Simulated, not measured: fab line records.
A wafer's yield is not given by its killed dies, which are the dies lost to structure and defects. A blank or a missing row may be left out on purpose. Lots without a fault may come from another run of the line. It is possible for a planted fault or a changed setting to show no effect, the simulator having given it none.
fab line records | flow rit-cmos
[record] lots = 7 wafers = 21 last-day = 7
route steps=202 shown GATE@77 FOX2@80
lots with no fault: from the same line, run without faults
start-h: the number of hours between the record's first day and the start of the first shown wafer of the lot | wait-h: time in hours since the lot's previous step | " unchanged from the row above | L1.1+2: several wafers, shown together as one row | - no value, or no start was given | * or withheld: withheld | < > ~ a bound
route shown NAME@n: NAME is a module with steps in the file, n the number in the route of the first one | usual: mean and standard deviation over wafers with no fault | same: alike in all rows | chamber/n: place in a boat | sites: the reading at each site | _std_site: the standard deviation of these | _edge_site: outer sites' mean less inner sites' | radius-mm: how far each site lies from the wafer's centre | mask NAME#n: copy n | behind: the most recent tool/chamber to have shaped the wafer | hold: reason for holding the lot/hours on hold/outcome of the hold | device: transistor that didn't switch, given as n, p or np | end of line: at the end of the route, the tests of the same wafers | a step without rows: its recipe alone | killed: at the first sort, the dies lost to defects and structure; wafer yield is something else | map: shows each die of a wafer: x if killed, . if not, _ if none is there
set.NAME: the run value of the setting; set.NAME@STEP: its run value at that earlier step | model.NAME: the simulator's own value behind a step, which no gauge read
lots seen at some steps along the route; tables by step, rows by wafer
services: a tool's chamber out of use, with start hour (start-h, from the record's first day; less than 0 if before it), hours out, and reason
[[steps]]
[step RIT_GATE_CLEAN_02]
[recipe] chemistry = dHF dilution = 50:1 time-s = 30
[step RIT_GATE_CLEAN_03]
[recipe] chemistry = SC2 mix = 3:3:50 time-s = 600 temp-c = 75 dry = n2-spin
[step RIT_GATE_CLEAN_04]
[recipe] chemistry = dHF dilution = 50:1 time-s = 60 dry = n2-spin
[step RIT_FOX2_THK_MEAS_91]
[recipe] reads = SiO2_of_FOX2_OXIDATION_00
[usual] FIELD_OXIDE_LEFT_2_THK = 247/6.2
// columns lot.wafer tool chamber start-h wait-h FIELD_OXIDE_LEFT_2_THK[nm]
L129.2 film-metro-04 - 36.02 0.0 237
L129.4 " - " " 237
L129.6 " - " " 238
L136.1 film-metro-04 - 67.48 0.0 232
L136.3 " - " " 241
L136.4 " - " " 244
L141.1 film-metro-04 - 93.49 0.0 241
L141.3 " - " " 247
L141.4 " - " " 246
L142.3 film-metro-02 - 97.96 0.0 238
L142.4 " - " " 244
L142.5 " - " " 236
L143.1 film-metro-03 - 101.98 0.0 246
L143.2 " - " " 255
L143.5 " - " " 254
L151.1 film-metro-03 - 141.93 0.0 248
L151.4 " - " " 251
L151.5 " - " " 243
L152.1 film-metro-03 - 146.99 0.0 247
L152.3 " - " " 246
L152.5 " - " " 245
[step RIT_GATE_OXIDATION_05]
[recipe] temp-c = 900 ambient = O2 target-thk-a = 30 ox-time-s = 270
[step RIT_GATE_ANNEAL_06]
[recipe] temp-c = 900 time-s = 600 ambient = N2O
[step RIT_GATE_THK_MEAS_07]
[recipe] reads = SiO2_of_GATE_OXIDATION_05
[usual] GATE_OXIDE_THK = 3.00/0.065
// columns lot.wafer tool chamber start-h wait-h GATE_OXIDE_THK[nm]
L129.2 film-metro-02 - 37.76 0.0 3.03
L129.4 " - " " 2.98
L129.6 " - " " 3.11
L136.1 film-metro-04 - 69.99 0.0 2.99
L136.3 " - " " 3.09
L136.4 " - " " 3.01
L141.1 film-metro-03 - 94.87 0.0 3.01
L141.3 " - " " 3.07
L141.4 " - " " 2.92
L142.3 film-metro-04 - 99.34 0.0 3.03
L142.4 " - " " 2.99
L142.5 " - " " 3.00
L143.1 film-metro-02 - 104.25 0.0 2.96
L143.2 " - " " 2.88
L143.5 " - " " 2.95
L151.1 film-metro-04 - 143.31 0.0 2.91
L151.4 " - " " 2.95
L151.5 " - " " 2.88
L152.1 film-metro-04 - 148.38 0.0 3.06
L152.3 " - " " 3.08
L152.5 " - " " 3.13
[step RIT_GATE_CVD_08]
[recipe] material = poly-Si target-thk-nm = 250 temp-c = 610 precursor = SiH4 time-s = 2220 pressure-mtorr = 300 sih4-flow-sccm = 100
[step RIT_GATE_THK_MEAS_09]
[recipe] reads = poly-Si_of_GATE_CVD_08
[usual] GATE_POLY_THK = 250.5/2.3
// columns lot.wafer tool chamber start-h wait-h GATE_POLY_THK[nm]
L129.2 film-metro-03 - 39.43 0.0 250.4
L129.4 " - " " 251.9
L129.6 " - " " 251.4
L136.1 film-metro-02 - 71.67 0.0 251.0
L136.3 " - " " 253.6
L136.4 " - " " 251.4
L141.1 film-metro-02 - 96.55 0.0 252.3
L141.3 " - " " 252.3
L141.4 " - " " 253.0
L142.3 film-metro-02 - 101.83 0.0 252.8
L142.4 " - " " 249.3
L142.5 " - " " 252.3
L143.1 film-metro-03 - 106.92 0.0 250.1
L143.2 " - " " 251.9
L143.5 " - " " 251.9
L151.1 film-metro-04 - 145.15 0.0 247.2
L151.4 " - " " 250.0
L151.5 " - " " 249.0
L152.1 film-metro-04 - 150.06 0.0 248.5
L152.3 " - " " 245.5
L152.5 " - " " 248.7
[step RIT_GATE_HMDS_10]
[recipe] prime-time-s = 60 prime-temp-c = 140
[step RIT_GATE_COAT_11]
[recipe] resist = NOVOLAK spin-rpm = 4250 resist-thk-nm = 850
[step RIT_GATE_SOFTBAKE_12]
[recipe] resist = NOVOLAK temp-c = 90 time-s = 60
[step RIT_GATE_EXPOSE_13]
[recipe] mask-id = M6 na = 0.6 source-shape = conventional sigma-outer = 0.6 target-cd-nm = 150 dose-mj = 371.2
[usual] exposure-dose-mJ-cm2 = 379.9/0.32 focus-offset-nm = 0.0/0.61 reticle-temp-C = 23.02/0.096
// columns lot.wafer tool chamber start-h wait-h mask exposure-dose-mJ-cm2 focus-offset-nm reticle-temp-C
L129.2 iline-stepper-01 0 40.08 0.2 M6#0 380.3 -0.7 23.01
L129.4 " 0 " " M6#0 380.2 -0.6 22.88
L129.6 " 0 " " M6#0 380.5 -0.2 22.87
L136.1 iline-stepper-01 0 72.31 0.2 M6#0 379.5 -0.5 22.90
L136.3 " 0 " " M6#0 379.9 -1.2 22.97
L136.4 " 0 " " M6#0 379.8 -0.7 23.15
L141.1 iline-stepper-01 - 97.22 0.2 M6#0 - - -
L141.3 " - " " M6#0 - - -
L141.4 " - " " M6#0 - - -
L142.3 iline-stepper-02 - 102.48 0.2 M6#0 - - -
L142.4 " - " " M6#0 - - -
L142.5 " - " " M6#0 - - -
L143.1 iline-stepper-02 - 107.43 0.1 M6#0 - - -
L143.2 " - " " M6#0 - - -
L143.5 " - " " M6#0 - - -
L151.1 iline-stepper-02 0 145.78 0.2 M6#0 380.2 0.0 22.94
L151.4 " 0 " " M6#0 379.6 0.1 22.88
L151.5 " 0 " " M6#0 379.9 -0.2 22.98
L152.1 iline-stepper-02 0 150.56 0.1 M6#0 380.0 0.0 23.27
L152.3 " 0 " " M6#0 379.6 0.2 23.09
L152.5 " 0 " " M6#0 379.7 0.1 23.03
[step RIT_GATE_PEB_14]
[recipe] resist = NOVOLAK temp-c = withheld time-s = withheld
[[services]]
// columns tool chamber start-h hours kind
iline-stepper-01 - 92.55 2.1 pm
iline-stepper-01 - 94.64 - consumable-replace:lamp
iline-stepper-01 - 95.12 1.7 pm
iline-stepper-01 0 95.21 - calibration
iline-stepper-02 - 134.84 8.9 pm
[[key]]
[first-sign] step = RIT_GATE_EXPOSE_13 reading = tool-record direction = missing
effect none on later readings
met-at RIT_GATE_EXPOSE_13
struck-wafers L141.1,L141.3,L141.4,L142.3,L142.4,L142.5,L143.1,L143.2,L143.5
later-rows-left-out L141.1,L141.3,L141.4,L142.3,L142.4,L142.5,L143.1,L143.2,L143.5
sort-left-out L141.1,L141.3,L141.4,L142.3,L142.4,L142.5,L143.1,L143.2,L143.5
tester-left-out L141,L142,L143
onset-between 72.31 97.22
[fault] kind = skipped-step-whole tool = iline-stepper-01,iline-stepper-02 chamber = - onset-h = 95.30 steps = RIT_GATE_EXPOSE_13 scope = struck-lots-only
// tester-left-out: of these lots the tester's yield and bins aren't shown, on N5 and GAA mostly nor the transistor test; their killed dies are dies lost to structure and defects alone, not to doping, threshold or leakage, so they don't give the yield
// sort-left-out: the simulated sort isn't trusted on such a fault, so these wafers' sort isn't shown, and their yield isn't known
// later-rows-left-out: the simulator's readings of these wafers behind a module that went badly wrong aren't trusted and aren't shown, but for the sort
